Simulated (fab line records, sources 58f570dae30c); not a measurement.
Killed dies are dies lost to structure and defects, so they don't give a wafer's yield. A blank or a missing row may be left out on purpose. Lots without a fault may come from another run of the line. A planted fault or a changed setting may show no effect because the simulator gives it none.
A struck lot beside a sound one | flow berkeley_cmos170 | 44 steps out of a route of 331
Sound: wafers L690.2, L690.3, L690.4. Struck: wafers L698.1, L698.4, L698.6. The cause comes at the end.
At each step with rows: each side's tool, then ch and its chambers, then its first start. Under that, the readings that differ: sound wafers | struck wafers | difference of the means | sigmas: that difference in standard deviations of wafers without a fault.
alike: readings whose means differ by less than 2 such deviations, and words and numbers that are the same on both sides. not compared: withheld readings, readings that some wafer has no value for, bounds like >300 that may hide the same value, and numbers for which the record gives no deviation and whose values overlap.
The two part at a step that has a row with sigmas, a row that says differs or no value, or rows on one side only. Numbers that don't overlap but have no deviation are shown without sigmas and don't part them. A reading that every wafer of one side lacks parts them only if that side has two wafers or more.

first, 3 steps without rows for these wafers: UCB170_NLDD_EXPOSE_03 (exposes mask NSELECT, target cd 1200 nm); UCB170_NLDD_PEB_04; UCB170_NLDD_DEVELOP_05 (develop time 45 s).
UCB170_NLDD_CD_MEAS_06: target cd 1200 nm.
  sound on cd_sem-01, day 6 23:33; struck on cd_sem-02, day 8 14:11
  alike: cd_nm
UCB170_NLDD_OVL_MEAS_07:
  sound on overlay-02, day 6 23:39; struck on overlay-01, day 8 14:18
  reading       | sound   | struck  | difference | sigmas
  NLDD_OVL (nm) | 16 9 14 | -7 -5 3 | -16        | -3
then, 2 steps without rows for these wafers: UCB170_NLDD_IMPLANT_08; UCB170_NLDD_IMPLANT_09.
UCB170_NLDD_STRIP_10: strips in O2.
  sound on plasma_asher-04 ch 0,1, day 6 23:59; struck on plasma_asher-03 ch 0,1, day 8 14:38
  alike: chamber_pressure_mTorr, drypump_motor_current_A, o2_flow_sccm, oes_product_au, strip_time_to_endpoint_s
  not compared: rf_hours_counter_h
UCB170_NLDD_TW_MEAS_11:
  sound on film_metro-02, day 7 00:05; struck on film_metro-04, day 8 14:44
  reading | sound          | struck         | difference | sigmas
  NLDD_TW | 2191 2191 2193 | 2263 2274 2264 | +75        | +2
then, 2 steps without rows for these wafers: UCB170_NLDD_CLEAN_12 (cleans in SPM, time 600 s); UCB170_SPACER_CVD_00 (deposits SiO2 from TEOS/O2, target thk 376 nm, time 47 s).
UCB170_SPACER_THK_MEAS_01:
  sound on film_metro-03, day 7 00:23; struck on film_metro-03, day 8 15:01
  alike: SPACER_TEOS_THK
UCB170_SPACER_ANNEAL_02: time 1800 s.
  sound on furnace-02 ch 0, day 7 01:35; struck on furnace-03 ch 0, day 8 18:34
  reading                 | sound                | struck               | difference | sigmas
  spike_tc_centre_C (C)   | 903.1 903.6 901.9    | 971.2 973.0 972.4    | +69.3      | +69
  spike_tc_load_C (C)     | 923.7 925.0 926.0    | 1000.8 1002.3 1002.4 | +76.9      | +28
  spike_tc_source_C (C)   | 929 927 927          | 991 989 990          | +62        | +19
  tube_center_temp_C (C)  | 899.93 899.88 900.02 | 968.81 968.78 968.92 | +68.89     | +99 or more
  tube_center_temp_C_max  | 902.4 901.8 901.8    | 971.5 972.3 970.9    | +69.6      | +99 or more
  zone_power_load_pct (%) | 22.8 22.9 22.7       | 28.3 28.4 27.9       | +5.4       | +10
UCB170_SPACER_ETCHBACK_03: etches SiO2 in CHF3/CF4/Ar, stops on Si, target depth 376 nm, time 100 s.
  sound on rie_diel-02 ch 1,2,3, day 7 03:05; struck on rie_diel-03 ch 0,3, day 8 20:04
  reading                     | sound          | struck         | difference | sigmas
  drypump_motor_current_A (A) | 6.37 6.39 6.19 | 5.55 5.77 5.76 | -0.62      | -2
  alike: chamber_pressure_mTorr, oes_product_au, rf_fwd_power_W, throttle_valve_pct
  not compared: rf_hours_counter_h
then, 6 steps without rows for these wafers: UCB170_PSD_HMDS_00 (prime time 60 s); UCB170_PSD_COAT_01 (resist thk 900 nm); UCB170_PSD_SOFTBAKE_02 (time 60 s); UCB170_PSD_EXPOSE_03 (exposes mask PSELECT MOD, target cd 1200 nm); UCB170_PSD_PEB_04; UCB170_PSD_DEVELOP_05 (develop time 45 s).
UCB170_PSD_CD_MEAS_06: target cd 1200 nm.
  sound on cd_sem-01, day 7 04:17; struck on cd_sem-01, day 8 21:19
  alike: cd_nm
UCB170_PSD_OVL_MEAS_07:
  sound on overlay-01, day 7 04:23; struck on overlay-02, day 8 21:26
  alike: PSD_OVL
then, 1 step without rows for these wafers: UCB170_PSD_IMPLANT_08.
UCB170_PSD_STRIP_09: strips in O2.
  sound on plasma_asher-01 ch 0,1, day 7 04:34; struck on plasma_asher-02 ch 0,1, day 8 21:37
  alike: chamber_pressure_mTorr, drypump_motor_current_A, o2_flow_sccm, oes_product_au, strip_time_to_endpoint_s
  not compared: rf_hours_counter_h
UCB170_PSD_TW_MEAS_10:
  sound on film_metro-04, day 7 04:40; struck on film_metro-02, day 8 21:43
  alike: PSD_TW
then, 7 steps without rows for these wafers: UCB170_PSD_CLEAN_11 (cleans in SPM, time 600 s); UCB170_NSD_HMDS_00 (prime time 60 s); UCB170_NSD_COAT_01 (resist thk 900 nm); UCB170_NSD_SOFTBAKE_02 (time 60 s); UCB170_NSD_EXPOSE_03 (exposes mask NSELECT MOD, target cd 1200 nm); UCB170_NSD_PEB_04; UCB170_NSD_DEVELOP_05 (develop time 45 s).
UCB170_NSD_CD_MEAS_06: target cd 1200 nm.
  sound on cd_sem-01, day 7 06:44; struck on cd_sem-01, day 8 23:47
  alike: cd_nm
UCB170_NSD_OVL_MEAS_07:
  sound on overlay-02, day 7 06:50; struck on overlay-01, day 8 23:55
  alike: NSD_OVL
then, 1 step without rows for these wafers: UCB170_NSD_IMPLANT_08.
UCB170_NSD_STRIP_09: strips in O2.
  sound on plasma_asher-03 ch 0,1, day 7 07:01; struck on plasma_asher-04 ch 0,1, day 9 00:06
  reading                        | sound          | struck         | difference | sigmas
  chamber_pressure_mTorr (mTorr) | 3503 3503 3506 | 3494 3499 3498 | -7         | -2
  alike: drypump_motor_current_A, o2_flow_sccm, oes_product_au, strip_time_to_endpoint_s
  not compared: rf_hours_counter_h
UCB170_NSD_TW_MEAS_10:
  sound on film_metro-04, day 7 07:08; struck on film_metro-04, day 9 00:12
  alike: NSD_TW
then, 4 steps without rows for these wafers: UCB170_NSD_CLEAN_11 (cleans in SPM, time 600 s); UCB170_BACKSIDE_HMDS_00 (prime time 60 s); UCB170_BACKSIDE_COAT_01 (resist thk 900 nm); UCB170_BACKSIDE_SOFTBAKE_02 (time 60 s).
UCB170_BACKSIDE_STRIP_03: strips in O2.
  sound on plasma_asher-01 ch 0,1, day 7 07:49; struck on plasma_asher-02 ch 0, day 9 01:06
  reading             | sound             | struck            | difference | sigmas
  o2_flow_sccm (sccm) | 402.4 401.7 401.3 | 398.9 399.7 399.0 | -2.6       | -2
  alike: chamber_pressure_mTorr, drypump_motor_current_A, oes_product_au, strip_time_to_endpoint_s
  not compared: rf_hours_counter_h
UCB170_SDANNEAL_RS_MEAS_04: measures by four-point-probe.
  sound on film_metro-04, day 7 08:29; struck on film_metro-01, day 9 02:03
  reading          | sound          | struck      | difference | sigmas
  PLDD_RS (ohm/sq) | 1032 1032 1030 | 865 865 867 | -166       | -52
  not compared: hold
UCB170_M3_PROBE_99:
  the record has rows for the sound wafers here (prober-02, day 8 07:56) and none for the struck ones

WHERE THEY PART
First at UCB170_NLDD_OVL_MEAS_07; last, within this record, at UCB170_M3_PROBE_99.

WHY: what the simulator had put in
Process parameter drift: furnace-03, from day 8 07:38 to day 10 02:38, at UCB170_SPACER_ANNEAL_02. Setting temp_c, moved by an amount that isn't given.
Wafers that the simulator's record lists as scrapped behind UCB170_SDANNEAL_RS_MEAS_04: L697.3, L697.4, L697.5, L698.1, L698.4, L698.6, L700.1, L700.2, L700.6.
